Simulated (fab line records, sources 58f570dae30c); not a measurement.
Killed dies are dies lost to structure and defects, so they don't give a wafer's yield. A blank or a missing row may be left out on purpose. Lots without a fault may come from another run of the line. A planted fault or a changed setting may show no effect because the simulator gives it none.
Which tool did it? | flow berkeley_cmos170 | 14 lots, 41 wafers sampled, at 6 steps of a route of 331

WHAT THE GAUGES READ, wafer by wafer
UCB170_NSD_OVL_MEAS_07.
lot  | measured     | on         | NSD_OVL (nm)
L193 | day 5 20:31  | overlay-01 | 12 -2 3
L194 | day 6 21:19  | overlay-01 | 6 9 6
L195 | day 7 06:50  | overlay-02 | 3 -1 0
L197 | day 7 23:07  | overlay-01 | -1 -2 -2
L200 | day 8 10:05  | overlay-02 | 1 -6 0
L202 | day 8 13:54  | overlay-02 | 4 -1 -6
L203 | day 8 23:55  | overlay-01 | 0 5 4
L205 | day 9 00:03  | overlay-01 | 1 3 -3
L204 | day 9 09:59  | overlay-01 | 4 4 6
L207 | day 9 10:16  | overlay-02 | -7 6 -4
L208 | day 9 15:49  | overlay-02 | 4 2 7
L210 | day 10 10:29 | overlay-02 | 5 7 2
L211 | day 10 19:52 | overlay-01 | -4 -1
L216 | day 11 11:08 | overlay-01 | 7 1 1

UCB170_M1_THK_MEAS_02: measures by xrf.
lot  | measured     | on            | M1_AL_THK (nm)
L193 | day 6 03:58  | film_metro-01 | 619 605 618
L194 | day 7 06:11  | film_metro-04 | 617 616 613
L195 | day 7 16:03  | film_metro-01 | 595 602 589
L197 | day 8 08:55  | film_metro-01 | 599 599 596
L200 | day 8 18:47  | film_metro-04 | 596 595 595
L202 | day 8 21:26  | film_metro-02 | 591 597 603
L203 | day 9 09:44  | film_metro-02 | 596 587 590
L205 | day 9 09:53  | film_metro-04 | 611 602 612
L204 | day 10 02:26 | film_metro-01 | 613 610 605
L207 | day 10 02:34 | film_metro-02 | 594 597 594
L208 | day 10 03:28 | film_metro-01 | 603 598 601
L210 | day 10 22:23 | film_metro-04 | 611 603 613
L211 | day 11 04:57 | film_metro-04 | 614 616
L216 | day 11 19:06 | film_metro-02 | 612 604 609

UCB170_M2_RS_MEAS_02: measures by four-point-probe.
lot  | measured     | on            | M2_AL_RS (ohm/sq)
L193 | day 6 13:43  | film_metro-01 | 0.0326 0.0321 0.0323
L194 | day 7 16:17  | film_metro-01 | 0.0313 0.0319 0.0321
L195 | day 7 23:22  | film_metro-04 | 0.0311 0.0320 0.0319
L197 | day 8 16:03  | film_metro-03 | 0.0323 0.0322 0.0322
L200 | day 9 03:49  | film_metro-03 | 0.0329 0.0323 0.0323
L202 | day 9 04:43  | film_metro-03 | 0.0312 0.0318 0.0319
L203 | day 9 18:20  | film_metro-03 | 0.0323 0.0322 0.0323
L205 | day 9 18:35  | film_metro-01 | 0.0322 0.0325 0.0324
L204 | day 10 10:19 | film_metro-01 | 0.0317 0.0323 0.0317
L207 | day 10 10:53 | film_metro-03 | 0.0321 0.0323 0.0324
L208 | day 10 11:12 | film_metro-01 | 0.0324 0.0320 0.0323
L210 | day 11 09:22 | film_metro-03 | 0.0323 0.0642 0.0321 0.0323 0.0642 0.0322
L211 | day 11 14:43 | film_metro-01 | 0.0636 0.0320 0.0637 0.0321
L216 | day 12 04:53 | film_metro-03 | 0.0315 0.0322 0.0319

UCB170_M2_THK_MEAS_03: measures by xrf.
lot  | measured     | on            | M2_AL_THK (nm)
L193 | day 6 13:49  | film_metro-01 | 884 900 894
L194 | day 7 16:24  | film_metro-01 | 920 893 893
L195 | day 7 23:29  | film_metro-04 | 930 913 908
L197 | day 8 16:09  | film_metro-03 | 891 894 892
L200 | day 9 03:56  | film_metro-03 | 878 890 886
L202 | day 9 04:50  | film_metro-03 | 918 909 896
L203 | day 9 18:26  | film_metro-03 | 891 892 886
L205 | day 9 18:41  | film_metro-01 | 893 882 886
L204 | day 10 10:25 | film_metro-01 | 905 891 903
L207 | day 10 11:00 | film_metro-03 | 892 891 889
L208 | day 10 11:19 | film_metro-01 | 885 894 884
L210 | day 11 13:40 | film_metro-03 | 889 455 898 892 453 899
L211 | day 11 16:55 | film_metro-01 | 457 895 461 897
L216 | day 12 04:59 | film_metro-03 | 915 895 902

WHICH TOOL RAN EACH LOT (tool, then ch and the chambers of the sampled wafers, then the start)
lot  | UCB170_NSD_STRIP_09                  | UCB170_M2_SPUTTER_01
L193 | plasma_asher-04 ch 0, day 5 20:42    | pvd_sputter-04, day 6 13:36
L194 | plasma_asher-04 ch 0,1, day 6 21:30  | pvd_sputter-01, day 7 16:12
L195 | plasma_asher-03 ch 0,1, day 7 07:01  | pvd_sputter-01, day 7 23:16
L197 | plasma_asher-04 ch 0,1, day 7 23:19  | pvd_sputter-01, day 8 15:55
L200 | plasma_asher-03 ch 0,1, day 8 10:16  | pvd_sputter-03, day 9 03:44
L202 | plasma_asher-04 ch 0,1, day 8 14:05  | pvd_sputter-04, day 9 04:38
L203 | plasma_asher-04 ch 0,1, day 9 00:06  | pvd_sputter-03, day 9 18:13
L205 | plasma_asher-03 ch 0,1, day 9 00:17  | pvd_sputter-01, day 9 18:28
L204 | plasma_asher-04 ch 0,1, day 9 10:10  | pvd_sputter-03, day 10 10:12
L207 | plasma_asher-03 ch 0,1, day 9 10:26  | pvd_sputter-04, day 10 10:47
L208 | plasma_asher-03 ch 0,1, day 9 16:00  | pvd_sputter-03, day 10 11:05
L210 | plasma_asher-02 ch 0,1, day 10 10:40 | pvd_sputter-01, day 11 09:16
L211 | plasma_asher-02 ch 1, day 10 20:04   | pvd_sputter-01, day 11 14:34
L216 | plasma_asher-04 ch 0,1, day 11 11:19 | pvd_sputter-04, day 12 04:46
- UCB170_NSD_STRIP_09: strips in O2.
- UCB170_M2_SPUTTER_01: material Al, target thk 900 nm, time 120 s.

WHAT THE TOOLS THEMSELVES READ (means of the sampled wafers that have a number; where no wafer has one, the mark that the record gives instead)
UCB170_NSD_STRIP_09.
lot  | tool            | drypump_motor_current_A (A) | oes_product_au (a.u.) | strip_time_to_endpoint_s (s)
L193 | plasma_asher-04 | 5.8                         | 0.533                 | 35.83
L194 | plasma_asher-04 | 5.5                         | 0.532                 | 35.88
L195 | plasma_asher-03 | 6.1                         | 0.532                 | 35.98
L197 | plasma_asher-04 | 5.4                         | 0.531                 | 35.86
L200 | plasma_asher-03 | 6.1                         | 0.535                 | 35.82
L202 | plasma_asher-04 | 5.1                         | 0.535                 | 35.95
L203 | plasma_asher-04 | 5.1                         | 0.540                 | 35.85
L205 | plasma_asher-03 | 6.1                         | 0.532                 | 35.88
L204 | plasma_asher-04 | 5.1                         | 0.529                 | 35.99
L207 | plasma_asher-03 | 6.0                         | 0.535                 | 35.92
L208 | plasma_asher-03 | 6.1                         | 0.532                 | 35.88
L210 | plasma_asher-02 | 6.0                         | 0.532                 | 35.80
L211 | plasma_asher-02 | 5.4                         | 0.528                 | 35.80
L216 | plasma_asher-04 | 5.4                         | 0.535                 | 35.70

UCB170_M2_SPUTTER_01.
lot  | tool           | throttle_valve_pct (%)
L193 | pvd_sputter-04 | 29.2
L194 | pvd_sputter-01 | 29.3
L195 | pvd_sputter-01 | 29.3
L197 | pvd_sputter-01 | 30.5
L200 | pvd_sputter-03 | 29.8
L202 | pvd_sputter-04 | 29.6
L203 | pvd_sputter-03 | 29.6
L205 | pvd_sputter-01 | 30.3
L204 | pvd_sputter-03 | 29.6
L207 | pvd_sputter-04 | 30.1
L208 | pvd_sputter-03 | 29.8
L210 | pvd_sputter-01 | 31.0
L211 | pvd_sputter-01 | 31.2
L216 | pvd_sputter-04 | 29.6

THE ANSWER, worked out from the rows above alone
Rule: what is usual is taken from the lots themselves. Put in order of their means at a reading, lots are off if they are a third of the lots or fewer, leave a main group of 4 or more, and stand apart from it by a gap of 3 or more times the standard deviation of the main group's means; of several such gaps the widest counts. A main group whose means are all the same, to the digits that the tables above print for the reading, isn't used. A lot without any number at a reading at which 4 lots or more have one is off too. The other lots that the step has rows for count as sound. The gauges are gone through in route order, then the tools' own readings, and for those a lot's mean is taken as printed above. The first step at which some lot is off is used, and at that step the reading that is off furthest; a lot without a number counts as furthest.
Off: L210, L211, at UCB170_M2_RS_MEAS_02 (M2_AL_RS). The main group: mean 0.0321 ohm/sq, standard deviation 0.00029.
A tool fits if, at a process step before that reading, it ran every lot that is off, and no sound lot after the first of them. The gauges at UCB170_M2_RS_MEAS_02 are tried like those tools. Can't be told from this: 2 tools fit, plasma_asher-02 at UCB170_NSD_STRIP_09, pvd_sputter-01 at UCB170_M2_SPUTTER_01.

WHAT THE SIMULATOR HAD PUT IN
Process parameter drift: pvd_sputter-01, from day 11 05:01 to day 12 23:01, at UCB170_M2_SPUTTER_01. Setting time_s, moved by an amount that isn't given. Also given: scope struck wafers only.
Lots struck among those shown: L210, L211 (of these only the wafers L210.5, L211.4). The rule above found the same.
